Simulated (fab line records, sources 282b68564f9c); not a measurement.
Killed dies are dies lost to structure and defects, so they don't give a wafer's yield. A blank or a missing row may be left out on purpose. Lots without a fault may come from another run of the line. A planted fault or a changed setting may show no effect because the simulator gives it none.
Chamber matching | flow rit_cmos | RIT_CONTACT_CVD_00 on pecvd-03: 3 sister chambers
The step deposits SiO2 from TEOS, target thk 400 nm, time 61 s. 3 wafers are shown with their chamber, then 7 later ones without.

WAFERS WITH THEIR CHAMBER
wafer  | chamber | heater_power_w (W)
L938.3 | 2       | 339
L951.1 | 1       | 328
L951.2 | 0       | 289

WAFERS WITHOUT THEIR CHAMBER
wafer  | heater_power_w (W)
L951.4 | 286
L954.1 | 314
L954.3 | 322
L954.6 | 329
L960.2 | 350
L960.5 | 374
L960.6 | 320

WHICH CHAMBER EACH WENT THROUGH
wafer  | from the rows above          | in truth
L951.4 | 0                            | 0
L954.1 | can't be placed: 1 or 0 or 2 | 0
L954.3 | can't be placed: 1 or 2 or 0 | 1
L954.6 | can't be placed: 1 or 2      | 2
L960.2 | can't be placed: 2 or 1      | 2
L960.5 | can't be placed: 2 or 1      | 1
L960.6 | can't be placed: 1 or 2 or 0 | 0
Placed correctly: 1 of 7. Can't be placed from these rows: 6 (the true chamber is among the candidates in 6). Placed wrongly: 0.
How it was worked out, from the rows above alone: a wafer's distance from a chamber is the root of the sum, over the readings, of the square of ((its reading less the chamber's mean) divided by the reading's scatter). The wafer belongs to the nearest chamber; if the next one is less than 2 further off, it can't be placed. A chamber's mean is the mean of its shown wafers. The scatter: with one shown wafer a chamber, the root of the mean of the squares of how far each hidden wafer lies from its nearest shown one.
